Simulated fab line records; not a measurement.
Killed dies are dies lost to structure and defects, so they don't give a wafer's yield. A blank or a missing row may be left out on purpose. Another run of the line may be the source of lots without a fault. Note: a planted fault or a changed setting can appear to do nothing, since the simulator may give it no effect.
Code-filled problem report in 8D (eight disciplines) form	flow rit cmos	the parts of the form that need people (team, actions taken, sign-off) are left out

1. THE ISSUE
Wafers free of any fault read 25.3 nm (standard deviation 0.4) for REOX_OXIDE_THK at RIT_REOX_THK_MEAS_04, against a mean of 32.2 nm on 6 wafers of 2 lots. Measured from the usual mean, that is +17 standard deviations.
Seen first at day 5 16:43 on film metro-03, wafer L791.1. The record has a number at this step for 42 wafers belonging to 14 lots. Rule for "out", or "out of limits": more than 4 standard deviations from the usual mean. All remaining wafers that have a number are taken as sound.

2. WHAT THIS IS AND IS NOT
question	is	is not
which readings at this step	REOX_OXIDE_THK	-
which lots	L791, L793	L778, L779, L780, L781, L783, L784, L785, L788, L789, L790, L799, L800
which wafers of those lots	all that have a number	-
read on which gauges	film metro-02, film metro-03	film metro-04
when	from day 5 16:43	up to then (30 sound wafers); but 6 sound wafers of L799, L800 came after

3. THE SUSPECTS, EACH WITH WHAT RULES IT OUT
Counting: any tool at a process step up to the reading is kept as a suspect provided that every lot that is out went through it and no sound lot did after the first of them.
- the gauge at RIT_REOX_THK_MEAS_04 is ruled out. Those wafers that are out were read across 2 gauges (film metro-02, film metro-03).
- furnace-03 at RIT_REOX_OXIDATION_03 (target thk 25.2 nm, ox time 5580 s): kept. All lots that are out passed through it, beginning with L791 at day 5 14:10, and no sound lot followed; its final sound lot before that point was L788 at day 4 22:52.
Left after counting: furnace-03 at RIT_REOX_OXIDATION_03.

4. THE CAUSE (what the simulator had put in)
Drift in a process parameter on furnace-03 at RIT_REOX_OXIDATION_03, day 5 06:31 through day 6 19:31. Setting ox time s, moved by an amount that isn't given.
This tool alone remained once counting was done.

5. THE CHAIN OF EFFECTS, in route order
Each row: a reading where the mean over the struck wafers with a number is more than 3 standard deviations away from the usual. Only readings for which the record gives a usual standard deviation are gone through. hours: the time from each lot's start at the first step in this table that gives one to its start at this step, as a median over the lots. sigmas: the change in usual standard deviations.
hours	step	reading	usual	on struck wafers	change	sigmas
0	RIT_REOX_THK_MEAS_04	REOX_OXIDE_THK	25.3 nm	32.2	+6.9	+17

6. HOW IT WOULD HAVE BEEN CAUGHT EARLIER
In this record the first reading out of limits at a measuring or inspecting step was taken at day 5 16:43, 10 hours after the fault began at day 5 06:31.
L793, from the lots that are out (2), started RIT_REOX_OXIDATION_03 on furnace-03 later than day 5 16:43. Had the tool been put on hold then, it would have been spared.
